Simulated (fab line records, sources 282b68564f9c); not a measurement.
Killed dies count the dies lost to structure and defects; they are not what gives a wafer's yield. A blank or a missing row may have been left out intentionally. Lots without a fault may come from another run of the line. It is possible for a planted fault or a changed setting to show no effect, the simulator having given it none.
A struck lot beside a sound one -- flow rit-cmos -- 43 out of 202 route steps
Sound: the wafers L669.1, L669.2, L669.4. Struck: wafers L687.3, L687.4, L687.6. The cause comes at the end.
At each step with rows: each side's tool, then ch and its chambers, then its first start. Under that, the readings that differ: sound wafers -- struck wafers -- difference of the means -- sigmas: that difference in standard deviations of wafers without a fault.
alike: words and numbers the same on both sides, and readings whose means are apart by under 2 such deviations; not compared: readings that were withheld, readings missing a value for some wafer, numbers with overlapping values and no deviation given by the record, and bounds like >300 which may hide the same value.
The two part at a step that has a row with sigmas, a row that says differs or no value, or rows on one side only. Non-overlapping numbers with no deviation appear without sigmas and do not part them. Lack of a reading on every wafer of one side parts them only where that side has two or more wafers.

first, 1 step without rows for these wafers: RIT_PRETRO_IMPLANT_08.
RIT_PRETRO_STRIP_09: strips in O2, time 180 s.
  sound on plasma-asher-03 ch 0,1, day 2 16:40; struck on plasma-asher-03 ch 0,1, day 6 11:37
  alike: drypump-motor-current-A
  not compared: rf-hours-counter-h
RIT_PRETRO_TW_MEAS_10:
  struck on film-metro-02, day 6 11:46; sound on film-metro-04, day 2 16:50
reading,sound,struck,difference,sigmas
PRETRO_TW,465 466 466,475 474 477,+10,+2
then, 5 steps without rows for these wafers: RIT_GATE_WET_ETCH_00 (etches SiO2 in BOE, target depth 56 nm, time 60 s); RIT_GATE_CLEAN_01 (cleans in SC1, time 600 s); RIT_GATE_CLEAN_02 (cleans in dHF, time 30 s); RIT_GATE_CLEAN_03 (cleans in SC2, time 600 s); RIT_GATE_CLEAN_04 (cleans in dHF, time 60 s).
RIT_FOX2_THK_MEAS_91:
  struck on film-metro-04, day 6 12:15; sound on film-metro-03, day 2 17:31
  alike: FIELD_OXIDE_LEFT_2_THK
then, 2 steps without rows for these wafers: RIT_GATE_OXIDATION_05 (target thk 3 nm, ox time 270 s); RIT_GATE_ANNEAL_06 (time 600 s).
RIT_GATE_THK_MEAS_07:
  struck on film-metro-01, day 6 13:38; sound on film-metro-04, day 2 18:58
reading,sound,struck,difference,sigmas
GATE_OXIDE_THK (nm),2.90 2.97 2.86,3.03 3.06 3.07,+0.14,+2
RIT_GATE_CVD_08: deposits poly-Si from SiH4, target thk 250 nm, time 2220 s.
  sound on lpcvd-01 ch 0, day 2 19:01; struck on lpcvd-01 ch 0, day 6 13:41
reading,sound,struck,difference,sigmas
spike-tc-centre-C (C),613.3 612.3 611.4,609.4 611.0 608.0,-2.9,-2
susceptor-temp-C (C),609.73 609.91 609.61,605.83 605.63 605.89,-3.97,-14
model.poly-Si_of_GATE_CVD_08.thk-nm (nm),252 252.9 249.2,226.2 225.3 227.4,-25.1,
RIT_GATE_THK_MEAS_09:
  struck on film-metro-01, day 6 15:32; sound on film-metro-01, day 2 20:38
reading,sound,struck,difference,sigmas
GATE_POLY_THK (nm),252.1 253.0 249.3,226.4 225.5 227.5,-25.0,-12
  not compared: hold
then, 5 steps without rows for these wafers: RIT_GATE_COAT_11 (resist thk 850 nm); RIT_GATE_SOFTBAKE_12 (time 60 s); RIT_GATE_EXPOSE_13 (exposes mask M6, target cd 150 nm); RIT_GATE_PEB_14; RIT_GATE_DEVELOP_15 (develop time 50 s).
RIT_GATE_CD_MEAS_16: target cd 150 nm.
  struck on cd-sem-01, day 6 23:34; sound on cd-sem-02, day 2 21:32
  alike: cd-nm
RIT_GATE_OVL_MEAS_17:
  struck on overlay-01, day 6 23:39; sound on overlay-01, day 2 21:40
  alike: GATE_OVL
then, 1 step without rows for these wafers: RIT_GATE_HARDBAKE_18 (time 60 s).
RIT_GATE_ETCH_19: etches poly-Si in SF6/CHF3/O2, stops on SiO2, time 165 s, target depth 312.5 nm.
  sound on rie-si-02 ch 0,1,3, day 2 21:51; struck on rie-si-02 ch 2,3, day 6 23:54
reading,sound,struck,difference,sigmas
oes-product-au (a.u.),0.830 0.845 0.856,0.792 0.797 0.781,-0.054,-4
model.etch.depth-nm (nm),252 252.9 249.2,226.2 225.3 227.4,-25.1,
model.GATE.feature-depth-nm (nm),252 252.9 249.2,226.2 225.3 227.4,-25.1,
  alike: drypump-motor-current-A, throttle-valve-pct
  not compared: rf-hours-counter-h
RIT_GATE_STRIP_20: strips in O2, time 180 s.
  sound on plasma-asher-02 ch 0,1, day 2 21:58; struck on plasma-asher-04 ch 0,1, day 7 00:04
  alike: drypump-motor-current-A
  not compared: rf-hours-counter-h
RIT_GATE_CD_MEAS_90: target cd 150 nm.
  struck on cd-sem-01, day 7 00:13; sound on cd-sem-02, day 2 22:08
  alike: cd-nm
then, 4 steps without rows for these wafers: RIT_REOX_CLEAN_00 (cleans in SC1, time 600 s); RIT_REOX_CLEAN_01 (cleans in dHF, time 30 s); RIT_REOX_CLEAN_02 (cleans in SC2, time 600 s); RIT_REOX_OXIDATION_03 (target thk 25.2 nm, ox time 5580 s).
RIT_REOX_THK_MEAS_04:
  struck on film-metro-04, day 7 03:16; sound on film-metro-02, day 3 01:50
  alike: REOX_OXIDE_THK
then, 6 steps without rows for these wafers: RIT_NLDD_HMDS_00 (prime time 60 s); RIT_NLDD_COAT_01 (resist thk 1000 nm); RIT_NLDD_SOFTBAKE_02 (time 60 s); RIT_NLDD_EXPOSE_03 (exposes mask M7, target cd 40700 nm); RIT_NLDD_PEB_04; RIT_NLDD_DEVELOP_05 (develop time 50 s).
RIT_NLDD_OVL_MEAS_06:
  struck on overlay-02, day 7 04:35; sound on overlay-02, day 3 02:45
  alike: NLDD_OVL
then, 2 steps without rows for these wafers: RIT_NLDD_HARDBAKE_07 (time 60 s); RIT_NLDD_IMPLANT_08.
RIT_NLDD_STRIP_09: strips in O2, time 180 s.
  sound on plasma-asher-04 ch 0,1, day 3 03:05; struck on plasma-asher-03 ch 0,1, day 7 05:14
  alike: drypump-motor-current-A
  not compared: rf-hours-counter-h
RIT_NLDD_TW_MEAS_10:
  struck on film-metro-03, day 7 05:22; sound on film-metro-02, day 3 03:16
  alike: NLDD_TW
RIT_SDANNEAL_CLEAN_02: cleans in SC2, time 600 s.
  sound on wet-bench-03 ch 1, day 3 11:05; struck on wet-bench-03 ch 1, day 7 13:45
reading,sound,struck,difference,sigmas
model.poly-Si_of_GATE_CVD_08.thk-nm (nm),164.7 165.1 163.8,138.9 138.1 139.7,-25.6,
  alike: temp-c
RIT_M1_PROBE_99:
  struck on prober-01, day 7 21:19; sound on prober-02, day 3 19:27
  alike: killed_at_M0_to_M3, killed-at-contacts, killed-at-front-end, killed-dies, killed-open, killed-short

WHERE THEY PART
Last at RIT_GATE_ETCH_19 as far as this record goes, first at RIT_PRETRO_TW_MEAS_10. Later steps at which nothing parts them and some readings are alike: RIT_GATE_STRIP_20, RIT_GATE_CD_MEAS_90, RIT_REOX_THK_MEAS_04, RIT_NLDD_OVL_MEAS_06, RIT_NLDD_STRIP_09, RIT_NLDD_TW_MEAS_10, RIT_SDANNEAL_CLEAN_02, RIT_M1_PROBE_99.

WHY: the cause the simulator had injected
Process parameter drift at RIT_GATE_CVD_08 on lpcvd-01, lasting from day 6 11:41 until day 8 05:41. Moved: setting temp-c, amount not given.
